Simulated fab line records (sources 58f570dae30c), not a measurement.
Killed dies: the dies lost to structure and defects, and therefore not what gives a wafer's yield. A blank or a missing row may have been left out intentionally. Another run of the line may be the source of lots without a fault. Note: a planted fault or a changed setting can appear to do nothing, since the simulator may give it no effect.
fab line records	flow berkeley_cmos170
[record] lots = 5	wafers = 23
route steps=331 shown START@3 NWELL@21 PWELL@39 ACTIVE@68 FIELD@90
start_h: the number of hours between the record's first day and the start of the first shown wafer of the lot	wait_h: how many hours have passed since the lot's step before this one	" the same as in the row above	L1.1+2: a single row standing in for several wafers	- value missing, or start not given	* or withheld: withheld	< > ~ a bound
route shown NAME@n: a module of which the file shows steps, and the number in the route of the first	usual: mean/standard deviation taken from wafers without a fault	same: alike in all rows	chamber/n: place in a boat	sites: each site's reading	_std_site: standard deviation across them	_edge_site: outer sites' mean less inner sites'	radius_mm: for every site, how far away it sits from the centre of the wafer	mask NAME#n: copy n	behind: the tool/chamber that last shaped the wafer	hold: cause of the lot's hold/its duration in hours/its outcome	device: names the non-switching transistor (n, p or np)	end of line: the tests these same wafers got at the end of their route	step lacking rows: just its recipe	killed: at the first sort, the dies lost to defects and structure; wafer yield is something else	map: the dies of a wafer, with x for killed, . for not killed, _ for no die there
set.NAME: setting as actually run; set.NAME@STEP: the setting as run at that earlier step	model.NAME: the simulator's own value behind a step, which no gauge read
lots where settings were altered on purpose, with a table for each step and a row for each wafer
[[steps]]
[step UCB170_START_OXIDATION_02]
[recipe] temp_c = 950	ambient = O2	target_thk_a = 200	ox_time_s = 1800
lot.wafer	tool	chamber	start_h	wait_h	set.ox_time_s	model.SiO2_of_START_OXIDATION_02.thk_nm
L074.1	-	-	-	1.3	1938	21.5
L074.2+3	"	-	"	"	1938	21.36
L074.4	"	-	"	"	1938	21.43
L074.6	"	-	"	"	1938	21.63
L075.1	-	-	-	6.9	1972	21.56
L075.2	"	-	"	"	1972	21.67
L075.3	"	-	"	"	1972	21.5
L075.4	"	-	"	"	1972	21.76
L075.5	"	-	"	"	1972	21.6
L077.1	-	-	-	6.6	1800	19.58
L077.2	"	-	"	"	1800	19.51
L077.4	"	-	"	"	1800	19.62
L077.5	"	-	"	"	1800	19.42
L077.6	"	-	"	"	1800	19.34
L082.1	-	-	-	0.5	1900	20.82
L082.2	"	-	"	"	1900	20.54
L082.4	"	-	"	"	1900	21.01
L082.5	"	-	"	"	1900	20.64
L082.6	"	-	"	"	1900	20.83
L083.1	furnace-02	0	59.60	4.4	1800	19.43
L083.2	"	0	"	"	1800	19.42
L083.5	"	0	"	"	1800	19.39
[step UCB170_START_THK_MEAS_03]
[recipe] reads = SiO2_of_START_OXIDATION_02
[usual] START_OXIDE_THK = 20.1/0.33
lot.wafer	tool	chamber	start_h	wait_h	set.ox_time_s@START_OXIDATION_02	START_OXIDE_THK[nm]
L074.1	film_metro-03	-	-	-	1938	21.5
L074.2	"	-	"	"	1938	21.3
L074.3	"	-	"	"	1938	21.3
L074.4	"	-	"	"	1938	21.4
L074.6	"	-	"	"	1938	21.6
L075.1	film_metro-01	-	-	-	1972	21.5
L075.2	"	-	"	"	1972	21.7
L075.3	"	-	"	"	1972	21.5
L075.4	"	-	"	"	1972	21.8
L075.5	"	-	"	"	1972	21.5
L077.1	film_metro-03	-	-	-	1800	19.6
L077.2	"	-	"	"	1800	19.6
L077.4	"	-	"	"	1800	19.6
L077.5	"	-	"	"	1800	19.4
L077.6	"	-	"	"	1800	19.3
L082.1	film_metro-04	-	-	-	1900	20.8
L082.2	"	-	"	"	1900	20.6
L082.4	"	-	"	"	1900	21.0
L082.5	"	-	"	"	1900	20.6
L082.6	"	-	"	"	1900	20.8
L083.1	film_metro-01	-	61.10	0.0	1800	19.4
L083.2	"	-	"	"	1800	19.4
L083.5	"	-	"	"	1800	19.4
[step UCB170_NWELL_COAT_07]
[recipe] resist = KrF	spin_rpm = 1500	resist_thk_nm = 900
lot.wafer	tool	chamber	start_h	wait_h	set.spin_rpm	model.KrF_of_NWELL_COAT_07.thk_nm
L074.1	litho_track-02	0	40.08	0.1	1500	898.6
L074.2	"	0	"	"	1500	900.1
L074.3	"	0	"	"	1500	899.8
L074.4	"	0	"	"	1500	899
L074.6	"	0	"	"	1500	899.3
L075.1	litho_track-02	0	48.00	0.1	1442	918.4
L075.2	"	0	"	"	1500	896.3
L075.3	"	0	"	"	1442	916.4
L075.4	"	0	"	"	1500	897.3
L075.5	"	0	"	"	1500	898
L077.1	litho_track-03	0	55.64	0.1	1500	899.3
L077.2	"	0	"	"	1500	900.7
L077.4	"	0	"	"	1534	889.8
L077.5	"	0	"	"	1500	900.9
L077.6	"	0	"	"	1534	890.9
L082.1	litho_track-03	0	77.85	0.1	1541	890
L082.2	"	0	"	"	1500	901.9
L082.4	"	0	"	"	1500	899.1
L082.5	"	0	"	"	1541	888.2
L082.6	"	0	"	"	1500	899.8
L083.1	litho_track-03	0	91.87	0.1	1500	903.4
L083.2	"	0	"	"	1500	905.9
L083.5	"	0	"	"	1500	903.6
[step UCB170_NWELL_DEVELOP_11]
[recipe] developer = TMAH	develop_time_s = 45	resist = KrF	dev_temp_c = 21
lot.wafer	tool	chamber	start_h	wait_h	set.dev_temp_c
L074.1+2+3+4+6	litho_track-04	0	-	-	21
L075.1+2+4	litho_track-03	0	-	-	21
L075.3+5	"	0	"	"	18.62
L077.1+4	litho_track-04	0	-	-	21
L077.2+5+6	"	0	"	"	23.32
L082.1+2+6	litho_track-02	0	-	-	20.03
L082.4+5	"	0	"	"	21
L083.1+2+5	litho_track-04	0	-	-	21
[step UCB170_NWELL_ETCH_13]
[recipe] chemistry = CH3F/Ar/O2	target = Si3N4	stop_on = SiO2	CH3F_flow_sccm = 20	Ar_flow_sccm = 50	O2_flow_sccm = 7	pressure_mtorr = 50	rf_w = 450	target_depth_a = 2464	over_etch_frac = 0.1	time_s = 154
lot.wafer	tool	chamber	start_h	wait_h	set.spin_rpm@NWELL_COAT_07	model.KrF_of_NWELL_COAT_07.thk_nm
L074.1	rie_diel-01	3	41.49	0.0	1500	714.6
L074.2	"	1	"	"	1500	716.9
L074.3	"	2	"	"	1500	721.5
L074.4	"	0	"	"	1500	717
L074.6	"	0	"	"	1500	716.4
L075.1	rie_diel-01	1	49.00	0.0	1442	734
L075.2	"	0	"	"	1500	714
L075.3	"	2	"	"	1442	735.8
L075.4	"	3	"	"	1500	712.7
L075.5	"	2	"	"	1500	717.4
L077.1	rie_diel-04	0	56.38	0.0	1500	724.2
L077.2	"	3	"	"	1500	721.2
L077.4	"	1	"	"	1534	709.5
L077.5	"	0	"	"	1500	725.2
L077.6	"	3	"	"	1534	710.9
L082.1	rie_diel-04	3	79.03	0.0	1541	711.2
L082.2	"	0	"	"	1500	724.6
L082.4	"	1	"	"	1500	719
L082.5	"	1	"	"	1541	707.1
L082.6	"	2	"	"	1500	715.9
L083.1	rie_diel-03	3	92.97	0.0	1500	725.3
L083.2	"	0	"	"	1500	723.1
L083.5	"	0	"	"	1500	721.2
[step UCB170_NWELL_IMPLANT_14]
[recipe] species = P	dose_cm2 = 1e+13	energy_kev = 152.4	tilt_deg = 7
[step UCB170_NWELL_STRIP_15]
[recipe] chemistry = O2	power_w = 400	pressure_mtorr = 3500	platen_temp_c = withheld	o2_flow_sccm = 400	overash_fraction = 0.5
[usual] strip_time_to_endpoint_s = 17.94/0.12
lot.wafer	tool	chamber	start_h	wait_h	set.spin_rpm@NWELL_COAT_07	strip_time_to_endpoint_s
L074.1	plasma_asher-02	0	41.74	0.1	1500	17.85
L074.2	"	1	"	"	1500	17.90
L074.3	"	1	"	"	1500	18.01
L074.4	"	0	"	"	1500	17.90
L074.6	"	1	"	"	1500	17.89
L075.1	plasma_asher-03	0	49.25	0.1	1442	18.32
L075.2	"	1	"	"	1500	17.84
L075.3	"	1	"	"	1442	18.36
L075.4	"	0	"	"	1500	17.80
L075.5	"	0	"	"	1500	17.93
L077.1	plasma_asher-04	0	56.63	0.1	1500	18.07
L077.2	"	1	"	"	1500	18.00
L077.4	"	1	"	"	1534	17.71
L077.5	"	1	"	"	1500	18.11
L077.6	"	0	"	"	1534	17.75
L082.1	plasma_asher-03	0	79.29	0.1	1541	17.78
L082.2	"	1	"	"	1500	18.09
L082.4	"	1	"	"	1500	17.96
L082.5	"	1	"	"	1541	17.67
L082.6	"	0	"	"	1500	17.88
L083.1	plasma_asher-04	0	93.22	0.1	1500	18.10
L083.2	"	1	"	"	1500	18.06
L083.5	"	0	"	"	1500	18.02
[step UCB170_PWELL_CVD_05]
[recipe] material = Si3N4	target_thk_nm = 220	temp_c = 800	precursor = SiH2Cl2/NH3	time_s = 3300	pressure_mtorr = 200	sih2cl2_flow_sccm = 25	nh3_flow_sccm = 75
lot.wafer	tool	chamber	start_h	wait_h	set.pressure_mtorr	model.Si3N4_of_PWELL_CVD_05.thk_nm
L074.1	-	-	-	0.0	200	216.1
L074.2+6	"	-	"	"	200	217
L074.3	"	-	"	"	200	217.5
L074.4	"	-	"	"	200	217.2
L075.1	-	-	-	0.9	213.9	222.6
L075.2	"	-	"	"	213.9	224.7
L075.3	"	-	"	"	213.9	221.9
L075.4	"	-	"	"	213.9	222.3
L075.5	"	-	"	"	213.9	222.1
L077.1+5	-	-	-	0.0	185.9	211.8
L077.2	"	-	"	"	185.9	213.4
L077.4	"	-	"	"	185.9	212.4
L077.6	"	-	"	"	185.9	212.8
L082.1	-	-	-	0.0	200	218.3
L082.2	"	-	"	"	200	218.1
L082.4	"	-	"	"	200	216.6
L082.5	"	-	"	"	200	219.6
L082.6	"	-	"	"	200	218.2
L083.1	lpcvd-02	1	109.66	0.7	200	216
L083.2	"	1	"	"	200	217.5
L083.5	"	1	"	"	200	218.4
[step UCB170_PWELL_THK_MEAS_06]
[recipe] reads = Si3N4_of_PWELL_CVD_05
[usual] PWELL_NITRIDE_THK = 218.5/1.6
lot.wafer	tool	chamber	start_h	wait_h	set.pressure_mtorr@PWELL_CVD_05	PWELL_NITRIDE_THK[nm]
L074.1	film_metro-01	-	-	-	200	216.2
L074.2	"	-	"	"	200	217.0
L074.3	"	-	"	"	200	217.4
L074.4	"	-	"	"	200	217.1
L074.6	"	-	"	"	200	217.0
L075.1	film_metro-01	-	-	-	213.9	222.5
L075.2	"	-	"	"	213.9	224.5
L075.3	"	-	"	"	213.9	221.9
L075.4	"	-	"	"	213.9	222.4
L075.5	"	-	"	"	213.9	222.0
L077.1	film_metro-01	-	-	-	185.9	211.5
L077.2	"	-	"	"	185.9	213.4
L077.4	"	-	"	"	185.9	212.4
L077.5	"	-	"	"	185.9	211.7
L077.6	"	-	"	"	185.9	212.8
L082.1	film_metro-02	-	-	-	200	218.5
L082.2	"	-	"	"	200	218.3
L082.4	"	-	"	"	200	216.3
L082.5	"	-	"	"	200	219.7
L082.6	"	-	"	"	200	218.3
L083.1	film_metro-02	-	111.58	0.0	200	215.9
L083.2	"	-	"	"	200	217.5
L083.5	"	-	"	"	200	218.4
[step UCB170_PWELL_HMDS_07]
[recipe] prime_time_s = 60	prime_temp_c = 100
[step UCB170_PWELL_COAT_08]
[recipe] resist = KrF	spin_rpm = 1500	resist_thk_nm = 900
[step UCB170_PWELL_DEVELOP_12]
[recipe] developer = TMAH	develop_time_s = 45	resist = KrF	dev_temp_c = 20.46
[step UCB170_PWELL_ETCH_14]
[recipe] chemistry = CH3F/Ar/O2	target = Si3N4	stop_on = SiO2	CH3F_flow_sccm = 20	Ar_flow_sccm = 50	O2_flow_sccm = 7	pressure_mtorr = 50	rf_w = 450	target_depth_a = 2420	over_etch_frac = 0.1	time_s = 151
lot.wafer	tool	chamber	start_h	wait_h	set.pressure_mtorr@PWELL_CVD_05	model.etch.depth_nm
L074.1	rie_diel-04	3	62.45	0.0	200	216.1
L074.2+6	"	2,3	"	"	200	217
L074.3	"	1	"	"	200	217.5
L074.4	"	0	"	"	200	217.2
L075.1+2+3	rie_diel-03	1,3,2	76.84	0.0	213.9	-
L075.4	"	0	"	"	213.9	222.3
L075.5	"	1	"	"	213.9	222.1
L077.1+5	rie_diel-02	0,1	82.28	0.0	185.9	211.8
L077.2	"	2	"	"	185.9	213.4
L077.4	"	1	"	"	185.9	212.4
L077.6	"	0	"	"	185.9	212.8
L082.1+5	rie_diel-04	2,0	104.35	0.0	200	-
L082.2	"	3	"	"	200	218.1
L082.4	"	0	"	"	200	216.6
L082.6	"	3	"	"	200	218.2
L083.1	rie_diel-03	3	114.68	0.0	200	216
L083.2	"	1	"	"	200	217.5
L083.5	"	1	"	"	200	218.4
[step UCB170_PWELL_IMPLANT_15]
[recipe] species = B	dose_cm2 = 5e+12	energy_kev = 60	tilt_deg = 7
lot.wafer	tool	chamber	start_h	wait_h	set.energy_kev	model.implant.rp_nm	model.implant.drp_nm
L074.1+3	implanter-01	0	62.55	0.1	62.42	195.2	66.06
L074.2+4+6	"	0	"	"	60	186	64.7
L075.1+2+3+4+5	implanter-01	0	76.94	0.1	60	185.9	64.7
L077.1+5	implanter-03	0	82.38	0.1	58.95	187.5	64.09
L077.2+4+6	"	0	"	"	60	190.5	64.7
L082.1+4	implanter-03	0	104.45	0.1	63.31	204.6	66.54
L082.2+5+6	"	0	"	"	60	190.9	64.7
L083.1+2+5	implanter-03	0	114.79	0.1	60	183.9	64.7
[step UCB170_ACTIVE_COAT_08]
[recipe] resist = KrF	spin_rpm = 1500	resist_thk_nm = 900
lot.wafer	tool	chamber	start_h	wait_h	set.resist_thk_nm	model.KrF_of_ACTIVE_COAT_08.thk_nm
L074.1	litho_track-04	0	106.81	0.1	852.4	849.3
L074.2	"	0	"	"	852.4	846.9
L074.3	"	0	"	"	852.4	850.3
L074.4	"	0	"	"	900	896.4
L074.6	"	0	"	"	900	895.5
L075.1	litho_track-04	0	113.61	0.1	900	897.3
L075.2	"	0	"	"	900	899.4
L075.3	"	0	"	"	858.6	857.2
L075.4	"	0	"	"	858.6	860.2
L075.5	"	0	"	"	900	897.8
L077.1	litho_track-01	0	114.04	0.1	900	904.2
L077.2	"	0	"	"	900	901.4
L077.4	"	0	"	"	877.9	881.9
L077.5	"	0	"	"	877.9	881.7
L077.6	"	0	"	"	900	905.6
L082.1	litho_track-01	0	136.77	0.1	900	900.1
L082.2	"	0	"	"	926.5	928.6
L082.4	"	0	"	"	926.5	927.6
L082.5	"	0	"	"	900	903.2
L082.6	"	0	"	"	900	899.6
L083.1	litho_track-04	0	144.76	0.1	900	895.3
L083.2	"	0	"	"	900	898.5
L083.5	"	0	"	"	900	896.1
[step UCB170_ACTIVE_SOFTBAKE_09]
[recipe] resist = KrF	temp_c = 130	time_s = 60
[step UCB170_ACTIVE_EXPOSE_10]
[recipe] mask_id = ACTIVE	target_cd_nm = 1200	na = 0.5	sigma_outer = 0.6	source_shape = conventional	dose_mj = 20
[step UCB170_ACTIVE_ETCH_15]
[recipe] chemistry = CH3F/Ar/O2	target = Si3N4	stop_on = SiO2	CH3F_flow_sccm = 20	Ar_flow_sccm = 50	O2_flow_sccm = 7	pressure_mtorr = 50	rf_w = 450	target_depth_a = 2420	over_etch_frac = 0.1	time_s = 151
lot.wafer	tool	chamber	start_h	wait_h	set.resist_thk_nm@ACTIVE_COAT_08	model.KrF_of_ACTIVE_COAT_08.thk_nm
L074.1	rie_diel-01	0	108.53	0.0	852.4	667.4
L074.2	"	1	"	"	852.4	666.8
L074.3	"	3	"	"	852.4	673.7
L074.4	"	2	"	"	900	721
L074.6	"	3	"	"	900	717.5
L075.1	rie_diel-01	2	115.49	0.0	900	720.2
L075.2	"	3	"	"	900	721.7
L075.3	"	1	"	"	858.6	678.3
L075.4	"	0	"	"	858.6	679
L075.5	"	0	"	"	900	716.3
L077.1	rie_diel-04	3	115.61	0.0	900	728.1
L077.2	"	2	"	"	900	720.1
L077.4	"	0	"	"	877.9	710.7
L077.5	"	1	"	"	877.9	704.2
L077.6	"	0	"	"	900	734.6
L082.1	rie_diel-02	0	137.84	0.0	900	722.7
L082.2	"	1	"	"	926.5	753.6
L082.4	"	2	"	"	926.5	747.5
L082.5	"	0	"	"	900	726.5
L082.6	"	1	"	"	900	724.6
L083.1	rie_diel-04	2	145.94	0.0	900	713.8
L083.2	"	1	"	"	900	720.6
L083.5	"	2	"	"	900	716.1
[step UCB170_ACTIVE_STRIP_16]
[recipe] chemistry = O2	power_w = 400	pressure_mtorr = 3500	platen_temp_c = withheld	o2_flow_sccm = 400	overash_fraction = 0.5
[usual] strip_time_to_endpoint_s = 18.02/0.1
lot.wafer	tool	chamber	start_h	wait_h	set.resist_thk_nm@ACTIVE_COAT_08	strip_time_to_endpoint_s
L074.1	plasma_asher-03	0	108.63	0.1	852.4	16.70
L074.2	"	1	"	"	852.4	16.70
L074.3	"	1	"	"	852.4	16.86
L074.4	"	0	"	"	900	18.00
L074.6	"	0	"	"	900	17.92
L075.1	plasma_asher-01	1	115.59	0.1	900	18.00
L075.2	"	0	"	"	900	18.02
L075.3	"	0	"	"	858.6	16.99
L075.4	"	1	"	"	858.6	17.01
L075.5	"	1	"	"	900	17.88
L077.1	plasma_asher-04	1	115.71	0.1	900	18.15
L077.2	"	0	"	"	900	17.97
L077.4	"	1	"	"	877.9	17.76
L077.5	"	1	"	"	877.9	17.61
L077.6	"	0	"	"	900	18.34
L082.1	plasma_asher-03	0	137.94	0.1	900	18.04
L082.2	"	1	"	"	926.5	18.79
L082.4	"	1	"	"	926.5	18.63
L082.5	"	0	"	"	900	18.12
L082.6	"	1	"	"	900	18.09
L083.1	plasma_asher-01	0	146.04	0.1	900	17.83
L083.2	"	1	"	"	900	17.99
L083.5	"	1	"	"	900	17.89
[step UCB170_FIELD_OXIDATION_01]
[recipe] temp_c = 1000	ambient = H2O	p_h2o_torr = 584.62	target_thk_a = 5583	ox_time_s = 7200
lot.wafer	tool	chamber	start_h	wait_h	set.temp_c	model.SiO2_of_FIELD_OXIDATION_01.thk_nm
L074.1	-	-	-	0.9	1022	631.2
L074.2	"	-	"	"	1022	622.8
L074.3	"	-	"	"	1022	633.7
L074.4	"	-	"	"	1022	616.6
L074.6	"	-	"	"	1022	625
L075.1	-	-	-	4.0	1030	674.9
L075.2	"	-	"	"	1030	669.9
L075.3	"	-	"	"	1030	669.1
L075.4	"	-	"	"	1030	676
L075.5	"	-	"	"	1030	664
L077.1	-	-	-	4.2	980.3	500.1
L077.2	"	-	"	"	980.3	499.9
L077.4	"	-	"	"	980.3	500.2
L077.5	"	-	"	"	980.3	497.4
L077.6	"	-	"	"	980.3	501.5
L082.1	-	-	-	3.9	976.3	476.1
L082.2	"	-	"	"	976.3	478.8
L082.4	"	-	"	"	976.3	486.1
L082.5	"	-	"	"	976.3	482.2
L082.6	"	-	"	"	976.3	480.5
L083.1	furnace-01	0	153.11	4.9	1000	564
L083.2	"	0	"	"	1000	564.9
L083.5	"	0	"	"	1000	564.8
[step UCB170_FIELD_THK_MEAS_02]
[recipe] reads = SiO2_of_FIELD_OXIDATION_01
[usual] FIELD_OXIDE_THK = 561/9.6
lot.wafer	tool	chamber	start_h	wait_h	set.temp_c@FIELD_OXIDATION_01	FIELD_OXIDE_THK[nm]
L074.1	film_metro-02	-	-	-	1022	631
L074.2	"	-	"	"	1022	623
L074.3	"	-	"	"	1022	634
L074.4	"	-	"	"	1022	616
L074.6	"	-	"	"	1022	625
L077.1	film_metro-02	-	-	-	980.3	500
L077.2	"	-	"	"	980.3	500
L077.4	"	-	"	"	980.3	500
L077.5	"	-	"	"	980.3	497
L077.6	"	-	"	"	980.3	502
L075.1	film_metro-01	-	-	-	1030	675
L075.2	"	-	"	"	1030	670
L075.3	"	-	"	"	1030	669
L075.4	"	-	"	"	1030	676
L075.5	"	-	"	"	1030	664
L082.1	film_metro-03	-	-	-	976.3	476
L082.2	"	-	"	"	976.3	479
L082.4	"	-	"	"	976.3	486
L082.5	"	-	"	"	976.3	482
L082.6	"	-	"	"	976.3	480
L083.1	film_metro-02	-	156.17	0.1	1000	564
L083.2	"	-	"	"	1000	565
L083.5	"	-	"	"	1000	565
[step UCB170_FIELD_ANNEAL_03]
[recipe] temp_c = 1000	time_s = 1200	ambient = N2
[step UCB170_FIELD_WET_ETCH_04]
[recipe] chemistry = dHF	dilution = 10:1	target = SiO2	temp_c = 25	time_s = 60
[step UCB170_FIELD_WET_ETCH_05]
[recipe] chemistry = H3PO4	target = Si3N4	temp_c = 160	time_s = 12600
[step UCB170_FIELD_WET_ETCH_06]
[recipe] chemistry = BOE	dilution = 5:1	target = SiO2	temp_c = 25	time_s = 22
[step UCB170_FIELD_THK_MEAS_90]
[recipe] reads = SiO2_of_FIELD_OXIDATION_01
[usual] FIELD_OXIDE_LEFT_1_THK = 444/9.5
lot.wafer	tool	chamber	start_h	wait_h	set.temp_c@FIELD_OXIDATION_01	FIELD_OXIDE_LEFT_1_THK[nm]
L074.1	film_metro-02	-	124.55	0.0	1022	516
L074.2	"	-	"	"	1022	507
L074.3	"	-	"	"	1022	518
L074.4	"	-	"	"	1022	501
L074.6	"	-	"	"	1022	510
L075.1	film_metro-02	-	135.50	0.0	1030	558
L075.2	"	-	"	"	1030	553
L075.3	"	-	"	"	1030	553
L075.4	"	-	"	"	1030	560
L075.5	"	-	"	"	1030	547
L077.1	film_metro-01	-	135.50	0.0	980.3	383
L077.2	"	-	"	"	980.3	383
L077.4	"	-	"	"	980.3	382
L077.5	"	-	"	"	980.3	380
L077.6	"	-	"	"	980.3	384
L082.1	film_metro-01	-	157.77	0.0	976.3	358
L082.2	"	-	"	"	976.3	360
L082.4	"	-	"	"	976.3	368
L082.5	"	-	"	"	976.3	364
L082.6	"	-	"	"	976.3	362
L083.1	film_metro-02	-	167.66	0.0	1000	448
L083.2	"	-	"	"	1000	449
L083.5	"	-	"	"	1000	449
[[key]]
[split] step = UCB170_START_OXIDATION_02	setting = ox_time_s	stated = 1800	by = lot
[response] step = UCB170_START_OXIDATION_02	reading = model.SiO2_of_START_OXIDATION_02.thk_nm	change = +0.237	per = 1%	r = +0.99
[response] step = UCB170_START_THK_MEAS_03	reading = START_OXIDE_THK	change = +0.235	per = 1%	r = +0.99
[split] step = UCB170_NWELL_COAT_07	setting = spin_rpm	stated = 1500	by = wafer
[response] step = UCB170_NWELL_COAT_07	reading = model.KrF_of_NWELL_COAT_07.thk_nm	change = -4.76	per = 1%	r = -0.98
[response] step = UCB170_NWELL_ETCH_13	reading = model.KrF_of_NWELL_COAT_07.thk_nm	change = -4.99	per = 1%	r = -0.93
[response] step = UCB170_NWELL_STRIP_15	reading = strip_time_to_endpoint_s	change = *	per = 1%	r = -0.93
[split] step = UCB170_NWELL_DEVELOP_11	setting = dev_temp_c	stated = 21	by = wafer
response none clear
[split] step = UCB170_PWELL_CVD_05	setting = pressure_mtorr	stated = 200	by = lot
[response] step = UCB170_PWELL_CVD_05	reading = model.Si3N4_of_PWELL_CVD_05.thk_nm	change = +0.736	per = 1%	r = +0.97
[response] step = UCB170_PWELL_THK_MEAS_06	reading = PWELL_NITRIDE_THK	change = +0.734	per = 1%	r = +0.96
[response] step = UCB170_PWELL_ETCH_14	reading = model.etch.depth_nm	change = +0.695	per = 1%	r = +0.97
[split] step = UCB170_PWELL_IMPLANT_15	setting = energy_kev	stated = 60	by = wafer
[response] step = UCB170_PWELL_IMPLANT_15	reading = model.implant.rp_nm	change = +2.37	per = 1%	r = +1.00
[response] step = UCB170_PWELL_IMPLANT_15	reading = model.implant.drp_nm	change = +0.336	per = 1%	r = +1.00
[split] step = UCB170_ACTIVE_COAT_08	setting = resist_thk_nm	stated = 900	by = wafer
[response] step = UCB170_ACTIVE_COAT_08	reading = model.KrF_of_ACTIVE_COAT_08.thk_nm	change = +8.84	per = 1%	r = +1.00
[response] step = UCB170_ACTIVE_ETCH_15	reading = model.KrF_of_ACTIVE_COAT_08.thk_nm	change = +9.05	per = 1%	r = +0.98
[response] step = UCB170_ACTIVE_STRIP_16	reading = strip_time_to_endpoint_s	change = *	per = 1%	r = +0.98
[split] step = UCB170_FIELD_OXIDATION_01	setting = temp_c	stated = 1000	by = lot
[response] step = UCB170_FIELD_OXIDATION_01	reading = model.SiO2_of_FIELD_OXIDATION_01.thk_nm	change = +33.5	per = 1%	r = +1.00
[response] step = UCB170_FIELD_THK_MEAS_02	reading = FIELD_OXIDE_THK	change = +33.5	per = 1%	r = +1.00
[response] step = UCB170_FIELD_THK_MEAS_90	reading = FIELD_OXIDE_LEFT_1_THK	change = +33.9	per = 1%	r = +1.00
